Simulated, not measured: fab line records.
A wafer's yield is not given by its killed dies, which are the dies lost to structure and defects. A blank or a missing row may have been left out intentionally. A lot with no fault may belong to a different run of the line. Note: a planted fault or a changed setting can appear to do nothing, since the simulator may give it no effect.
Split-lot trial ; flow ritCmos ; 23 wafers read from 5 lots, route of 202 steps

ON THE SPLIT
At RIT_GATE_CVD_08 (deposits poly-Si from SiH4, target thk 250 nm, time 2220 s), the setting pressureMtorr was moved away from the recipe's 300 mTorr on 20 of the 23 wafers read, by -11.9% to +10.7%. This setting was run at the recipe's value on the other wafers.

Split to reading: the file shows no intervening step.

THE READING
GATE_POLY_THK at RIT_GATE_THK_MEAS_09, in nm. On this fab line, fault-free wafers typically give 250.9 nm with a standard deviation of 1.8 nm.

wafer;tool, chamber at the split;pressureMtorr as run, mTorr;against the recipe;GATE_POLY_THK, nm;against lot-mates on the recipe
L076.3;lpcvd-01, 0;300;recipe;251.8;-
L076.4;lpcvd-01, 0;300;recipe;253.5;-
L076.6;lpcvd-01, 0;300;recipe;252.5;-
L080.2;-, -;311.3;+3.8%;255.1;no lot-mate on the recipe
L080.3;-, -;311.3;+3.8%;256.2;no lot-mate on the recipe
L080.4;-, -;311.3;+3.8%;255.7;no lot-mate on the recipe
L080.5;-, -;311.3;+3.8%;255.0;no lot-mate on the recipe
L080.6;-, -;311.3;+3.8%;254.8;no lot-mate on the recipe
L082.1;-, -;332.2;+10.7%;265.6;no lot-mate on the recipe
L082.2;-, -;332.2;+10.7%;265.0;no lot-mate on the recipe
L082.3;-, -;332.2;+10.7%;263.3;no lot-mate on the recipe
L082.4;-, -;332.2;+10.7%;264.3;no lot-mate on the recipe
L082.6;-, -;332.2;+10.7%;265.5;no lot-mate on the recipe
L083.1;-, -;276.5;-7.8%;245.0;no lot-mate on the recipe
L083.2;-, -;276.5;-7.8%;244.1;no lot-mate on the recipe
L083.4;-, -;276.5;-7.8%;242.3;no lot-mate on the recipe
L083.5;-, -;276.5;-7.8%;243.0;no lot-mate on the recipe
L083.6;-, -;276.5;-7.8%;243.5;no lot-mate on the recipe
L084.2;-, -;264.2;-11.9%;238.8;no lot-mate on the recipe
L084.3;-, -;264.2;-11.9%;237.6;no lot-mate on the recipe
L084.4;-, -;264.2;-11.9%;238.1;no lot-mate on the recipe
L084.5;-, -;264.2;-11.9%;238.5;no lot-mate on the recipe
L084.6;-, -;264.2;-11.9%;236.7;no lot-mate on the recipe

THE FIT
A straight line over all 23 wafers: GATE_POLY_THK changes by +1.15 nm for each +1% of pressureMtorr; r = +0.99; the points scatter about the line by 1 nm.
Too few moved wafers with a lot-mate on the recipe to fit a line net of each lot's own level.

THE WHOLE CHAIN: every reading that the file lists as answering this split, in the file's order
step;what it does;reading;change (the file's fit);r (the file's)
RIT_GATE_CVD_08;deposits poly-Si from SiH4, target thk 250 nm, time 2220 s;poly-Si_of_GATE_CVD_08.thkNm (the simulator's own value, which no gauge read);+1.15 nm for each +1% of the setting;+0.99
RIT_GATE_THK_MEAS_09;;GATE_POLY_THK;+1.15 for each +1% of the setting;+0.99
RIT_GATE_ETCH_19;etches poly-Si in SF6/CHF3/O2, stops on SiO2, time 165 s, target depth 312.5 nm;GATE.featureDepthNm (the simulator's own value, which no gauge read);+1.15 nm for each +1% of the setting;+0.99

FILE'S OWN FIT
GATE_POLY_THK changes by +1.15 nm for each +1% of pressureMtorr, r = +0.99.
